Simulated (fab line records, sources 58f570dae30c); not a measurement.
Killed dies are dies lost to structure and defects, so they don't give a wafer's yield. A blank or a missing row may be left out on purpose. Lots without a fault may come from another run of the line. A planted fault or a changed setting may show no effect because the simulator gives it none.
Problem report in the 8D (eight disciplines) form, filled by code | flow berkeley_cmos170 | the parts of the form that need people (team, actions taken, sign-off) are left out

1. THE PROBLEM
killed_at_M0_to_M3 at UCB170_M3_PROBE_99 reads a mean of 16.7 on 9 wafers of 3 lots; wafers without a fault read 0.8 with a standard deviation of 0.91. That is +17 standard deviations from the usual mean.
First seen on wafer L991.2, day 10 14:28, on prober-02. The record holds 45 wafers of 15 lots with a number at this step. Rule for "out", or "out of limits": more than 4 standard deviations from the usual mean. The other wafers with a number count as sound.

2. WHAT IT IS AND WHAT IT IS NOT
question                    | is                                                                                                | is not
which readings at this step | killed_at_M0_to_M3, defect_limited_yield, killed_dies, killed_on_rim, sort_n_pass, sort_yield_pct | killed_short
which lots                  | L991, L993, L994                                                                                  | L100, L979, L980, L981, L982, L983, L984, L985, L986, L988, L990, L995
which wafers of those lots  | all that have a number                                                                            | -
read on which tools         | prober-01, prober-02                                                                              | -
when                        | from day 10 14:28                                                                                 | up to then (27 sound wafers); but 9 sound wafers of L100, L988, L995 came after

3. SUSPECTS, AND WHAT RULES EACH OUT
Counting: a tool at a process step up to the reading stays a suspect if it ran every lot that is out and no sound lot after the first of them.
- pvd_sputter-02 at UCB170_M2_PRE_CLEAN_00 (preclean etch time 60 s): kept. It ran every lot that is out, first L991 (day 10 04:44), and no sound lot after that; its last sound lot up to then is L985 (day 9 13:05).
Left after counting: pvd_sputter-02 at UCB170_M2_PRE_CLEAN_00.

4. THE CAUSE (what the simulator had put in)
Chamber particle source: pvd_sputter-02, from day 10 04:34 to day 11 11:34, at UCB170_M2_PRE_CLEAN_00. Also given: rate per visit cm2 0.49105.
Counting left only this tool.

5. THE CHAIN OF EFFECTS, in route order
Each row: a reading whose mean over the struck wafers that have a number lies more than 3 standard deviations from the usual. Only readings for which the record gives a usual standard deviation are gone through. hours: the time from each lot's start at the first step in this table that gives one to its start at this step, as a median over the lots. sigmas: the change in usual standard deviations.
hours | step               | reading              | usual  | on struck wafers | change | sigmas
0     | UCB170_M3_PROBE_99 | defect_limited_yield | 98.8 % | 92.4             | -6.4   | -8.8
0     | UCB170_M3_PROBE_99 | killed_at_M0_to_M3   | 0.8    | 16.7             | +15.9  | +17
0     | UCB170_M3_PROBE_99 | killed_dies          | 3.1    | 20.1             | +17.0  | +9.0
0     | UCB170_M3_PROBE_99 | killed_on_rim        | 0.9    | 8.3              | +7.4   | +7.4
0     | UCB170_M3_PROBE_99 | sort_bin_3_pad_short | 0.0 %  | 1.0              | +1.0   | +8.4
0     | UCB170_M3_PROBE_99 | sort_bin_5_function  | 0.7 %  | 5.2              | +4.5   | +8.5
0     | UCB170_M3_PROBE_99 | sort_n_pass          | 260.9  | 243.9            | -17.0  | -9.0
0     | UCB170_M3_PROBE_99 | sort_yield_pct       | 98.8 % | 92.4             | -6.4   | -8.8
The process steps in it:
- UCB170_M3_PROBE_99

6. WHAT WOULD HAVE CAUGHT IT SOONER
In this record the first reading out of limits was taken at day 10 14:28, 10 hours after the fault began at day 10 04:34.
Of the lots that are out (3), L993, L994 began UCB170_M2_PRE_CLEAN_00 on pvd_sputter-02 after day 10 14:28. A hold on the tool at that time would have spared those 2.
